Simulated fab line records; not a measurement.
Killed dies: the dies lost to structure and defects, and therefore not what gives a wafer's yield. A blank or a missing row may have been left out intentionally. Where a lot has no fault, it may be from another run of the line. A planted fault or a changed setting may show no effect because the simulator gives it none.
One fault seen from 2 desks / flow berkeley-cmos170 / every desk sees just its own numbers, and what lay behind them comes last

AT THE TOOL OWNER'S DESK: rie-diel-03
The tool's own readings at UCB170_SPACER_ETCHBACK_03 (etches SiO2 in CHF3/CF4/Ar, stops on Si, target depth 376 nm, time 100 s): means of the sampled wafers that have a number, for each lot that ran on this tool. Any lot whose mean is over 4 standard deviations away from the usual mean is out of limits and marked OUT; that distance is given in the brackets.
Columns: A = drypump-motor-current-A at UCB170_SPACER_ETCHBACK_03, usual 5.8 A; B = oes-product-au at UCB170_SPACER_ETCHBACK_03, usual 0.901 a.u.; C = run-length-s at UCB170_SPACER_ETCHBACK_03, usual 128.5 s; D = throttle-valve-pct at UCB170_SPACER_ETCHBACK_03, usual 6.48 %
lot=L163; first seen here=day 5 22:24; A=5.9; B=0.892; C=128.8; D=6.58
lot=L173; first seen here=day 8 02:43; A=6.1; B=0.749 (-8.9) OUT; C=156.4 (+70) OUT; D=6.57
lot=L175; first seen here=day 8 12:25; A=5.8; B=0.748 (-9.0) OUT; C=156.7 (+71) OUT; D=6.50
Finding of this desk: L173, L175 out of limits; the first was L173 at day 8 02:43, on oes-product-au at UCB170_SPACER_ETCHBACK_03. Within limits: L163.

METROLOGY DESK
Means of the sampled wafers that have a number, per lot and without regard to the tool the lot ran on: this is what the gauges read. Any lot whose mean is over 4 standard deviations away from the usual mean is out of limits and marked OUT; that distance is given in the brackets.
Columns: A = cd-nm at UCB170_NLDD_CD_MEAS_06, usual 1200.5 nm; B = NLDD_OVL at UCB170_NLDD_OVL_MEAS_07, usual 0 nm; C = NLDD_TW at UCB170_NLDD_TW_MEAS_11, usual 2213; D = SPACER_TEOS_THK at UCB170_SPACER_THK_MEAS_01, usual 377 nm
lot=L163; first seen here=day 5 19:55; A=1198.7; B=-7; C=2206; D=375
lot=L173; first seen here=day 7 22:14; A=1199.5; B=7; C=2197; D=376
lot=L175; first seen here=day 8 07:55; A=1200.6; B=6; C=2209; D=377
lot=L177; first seen here=day 8 22:44; A=1199.2; B=3; C=2237; D=376
lot=L178; first seen here=day 8 22:52; A=1201.7; B=1; C=2213; D=379
lot=L179; first seen here=day 9 11:04; A=1199.9; B=-7; C=2213; D=367
Finding of this desk: none of the 6 lots has anything out of limits.

TAKEN TOGETHER
At day 8 02:43, on L173, L175, the tool owner's desk was in a position to raise an alarm.
Nothing out of limits was seen by the metrology desk.
The metrology desk has L173, L175 on record, within its limits.
Every lot named ran UCB170_SPACER_ETCHBACK_03 on rie-diel-03.

WHAT WAS PUT IN BY THE SIMULATOR
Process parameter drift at UCB170_SPACER_ETCHBACK_03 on rie-diel-03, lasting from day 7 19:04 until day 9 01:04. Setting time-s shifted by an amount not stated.
Shown lots that were struck: L173, L175.
Delay in hours, fault start to first out-of-limits reading, by desk: the tool owner's desk at 8.
